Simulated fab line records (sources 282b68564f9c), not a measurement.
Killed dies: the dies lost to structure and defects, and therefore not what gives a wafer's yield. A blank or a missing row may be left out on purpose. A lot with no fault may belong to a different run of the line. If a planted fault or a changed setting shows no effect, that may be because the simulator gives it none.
Problem report in the 8D (eight disciplines) form, filled by code / flow rit cmos / the parts of the form that need people (team, actions taken, sign-off) are left out

== 1. PROBLEM STATEMENT ==
At RIT_PWELL_SOFTBAKE_02, run length s averages 80.26 s over 9 wafers from 3 lots, while fault-free wafers read 88.99 s, standard deviation 0.23. Relative to the usual mean, that is a shift of -38 standard deviations.
The step: time 60 s.
First observed at day 5 12:37: wafer L329.2, on litho track-04. The record has a number at this step for 45 wafers belonging to 15 lots. By rule, "out" or "out of limits" means more than 4 standard deviations away from the usual mean. Any other wafer with a number is counted as sound.

== 2. WHAT THIS IS AND IS NOT ==
question=which readings at this step | is=run length s, heater power total W | is not=-
question=which lots | is=L329, L331, L334 | is not=L312, L313, L316, L317, L318, L320, L322, L323, L326, L328, L330, L333
question=which wafers of those lots | is=all that have a number | is not=-
question=read on which tools | is=litho track-04 | is not=litho track-01, litho track-03
question=when | is=from day 5 12:37 | is not=up to then (30 sound wafers); but 6 sound wafers of L330, L333 came after

== 3. SUSPECTS, AND WHAT RULES EACH OUT ==
Counting: any tool at a process step up to the reading is kept as a suspect provided that every lot that is out went through it and no sound lot did after the first of them.
- litho track-04 at RIT_PWELL_SOFTBAKE_02 (time 60 s): kept. It ran every lot that is out, first L329 (day 5 12:37), and no sound lot after that; its last sound lot up to then is L328 (day 5 06:13). Its own heater power total W, run length s readings are out on those wafers.
The count leaves litho track-04 at RIT_PWELL_SOFTBAKE_02.

== 4. THE CAUSE (what the simulator had put in) ==
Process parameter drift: litho track-04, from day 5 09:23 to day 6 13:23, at RIT_PWELL_SOFTBAKE_02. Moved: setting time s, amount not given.
Counting left only this tool.

== 5. THE EFFECT CHAIN, in route order ==
One row per reading whose mean, taken over the struck wafers that have a number, lies over 3 standard deviations from the usual. Only readings for which the record gives a usual standard deviation are gone through. hours: the time from each lot's start at the first step in this table that gives one to its start at this step, as a median over the lots. sigmas: the change in usual standard deviations.
hours=0; step=RIT_PWELL_SOFTBAKE_02; reading=heater power total W; usual=34.55 W; on struck wafers=36.20; change=+1.65; sigmas=+34
hours=0; step=RIT_PWELL_SOFTBAKE_02; reading=run length s; usual=88.99 s; on struck wafers=80.26; change=-8.73; sigmas=-38
Here are the process steps it includes:
- RIT_PWELL_SOFTBAKE_02: time 60 s.

== 6. HOW IT WOULD HAVE BEEN CAUGHT EARLIER ==
3 hours passed between the start of the fault at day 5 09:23 and the first reading out of limits in this record, taken at day 5 12:37.
